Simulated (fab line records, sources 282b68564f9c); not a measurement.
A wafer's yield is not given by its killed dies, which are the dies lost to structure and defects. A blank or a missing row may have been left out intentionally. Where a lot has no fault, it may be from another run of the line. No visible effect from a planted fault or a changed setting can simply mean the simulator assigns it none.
Which tool did it? -- flow rit cmos -- Sampling: 7 lots, 21 wafers, 2 of 202 route steps

WHAT THE GAUGES SHOWED, per wafer
RIT_ACTIVE_THK_MEAS_02.
lot,measured,on,ACTIVE_OXIDE_THK (nm)
L485,day 2 08:04,film metro-03,47.0 45.8 47.1
L487,day 2 18:03,film metro-02,46.9 46.8 46.5
L489,day 3 04:04,film metro-03,46.7 46.6 46.4
L492,day 3 19:03,film metro-02,47.4 47.4 46.7
L494,day 4 05:04,film metro-03,47.3 46.8 47.1
L500,day 5 11:07,film metro-01,58.7 59.2 59.3
L503,day 6 02:03,film metro-03,46.6 47.5 45.9

TOOL THAT RAN EACH LOT (tool first, then ch and the chambers of the sampled wafers, then the start)
lot,RIT_ACTIVE_OXIDATION_01
L485,"furnace-02 ch 0, day 2 06:07"
L487,"furnace-04 ch 0, day 2 16:07"
L489,"furnace-03 ch 0, day 3 02:07"
L492,"furnace-03 ch 0, day 3 17:07"
L494,"furnace-04 ch 0, day 4 03:07"
L500,"furnace-03 ch 0, day 5 09:11"
L503,"furnace-04 ch 0, day 6 00:07"
- RIT_ACTIVE_OXIDATION_01: target thk 46.8 nm, ox time 3360 s.

THE ANSWER, worked out from the rows above alone
Rule: the lots themselves supply what counts as usual. The widest of any qualifying gaps counts: lots, ordered by their means at a reading, are off when they make up no more than a third of the lots, leave a main group of 4 or more, and stand apart from it by 3 or more times the standard deviation of that group's means. If all means in a main group match to the digits the tables above print for the reading, that group is not used. A lot without any number at a reading at which 4 lots or more have one is off too. All remaining lots with rows at the step are treated as sound.
Off: L500, seen at RIT_ACTIVE_THK_MEAS_02 (ACTIVE_OXIDE_THK). The main group has a mean of 46.8 nm with a standard deviation of 0.23.
If a tool, at a process step before that reading, ran all the lots that are off and no sound lot after the first of them, it fits. The gauges at RIT_ACTIVE_THK_MEAS_02 are tried like those tools. Undecided on this evidence; 2 tools fit (furnace-03 at RIT_ACTIVE_OXIDATION_01, film metro-01 at RIT_ACTIVE_THK_MEAS_02).

WHAT HAD BEEN PUT IN BY THE SIMULATOR
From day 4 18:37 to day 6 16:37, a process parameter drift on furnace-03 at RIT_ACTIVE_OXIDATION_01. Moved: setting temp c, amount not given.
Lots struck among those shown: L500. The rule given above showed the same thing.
